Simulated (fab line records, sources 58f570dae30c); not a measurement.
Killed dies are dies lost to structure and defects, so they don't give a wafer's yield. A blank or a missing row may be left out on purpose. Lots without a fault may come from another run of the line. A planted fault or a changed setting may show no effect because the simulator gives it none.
Which tool did it? | flow berkeley_cmos170 | 7 lots, 21 wafers sampled, at 2 steps of a route of 331

WHAT THE GAUGES READ, wafer by wafer
UCB170_M2_CD_MEAS_15: target cd 700 nm.
lot  | measured     | on        | cd_nm (nm)
L678 | day 7 11:55  | cd_sem-02 | 698.1 699.8 699.0
L682 | day 8 16:41  | cd_sem-02 | 697.7 696.4 697.8
L685 | day 9 02:32  | cd_sem-01 | 699.9 699.4 700.0
L688 | day 10 07:37 | cd_sem-01 | 699.4 698.8 700.3
L693 | day 10 22:07 | cd_sem-02 | 701.5 701.6 702.0
L694 | day 11 02:43 | cd_sem-01 | 699.7 700.6 700.7
L700 | day 12 00:06 | cd_sem-01 | 700.3 701.2 700.7

WHICH TOOL RAN EACH LOT (tool, then ch and the chambers of the sampled wafers, then the start)
lot  | UCB170_M1_ETCH_11
L678 | rie_diel-03 ch 1,3, day 6 21:36
L682 | rie_diel-04 ch 0,3, day 8 04:17
L685 | rie_diel-01 ch 2,3, day 8 15:52
L688 | rie_diel-04 ch 0,1, day 9 21:32
L693 | rie_diel-04 ch 0,1,2, day 10 11:28
L694 | rie_diel-04 ch 2,3, day 10 15:45
L700 | rie_diel-01 ch 1,2,3, day 11 15:21
- UCB170_M1_ETCH_11: etches BARC in N2/H2.

THE ANSWER, worked out from the rows above alone
Rule: what is usual is taken from the lots themselves. Put in order of their means at a reading, lots are off if they are a third of the lots or fewer, leave a main group of 4 or more, and stand apart from it by a gap of 3 or more times the standard deviation of the main group's means; of several such gaps the widest counts. A main group whose means are all the same, to the digits that the tables above print for the reading, isn't used. A lot without any number at a reading at which 4 lots or more have one is off too. The other lots that the step has rows for count as sound.
No lot is off at any reading shown: from this, nothing can be told.

WHAT THE SIMULATOR HAD PUT IN
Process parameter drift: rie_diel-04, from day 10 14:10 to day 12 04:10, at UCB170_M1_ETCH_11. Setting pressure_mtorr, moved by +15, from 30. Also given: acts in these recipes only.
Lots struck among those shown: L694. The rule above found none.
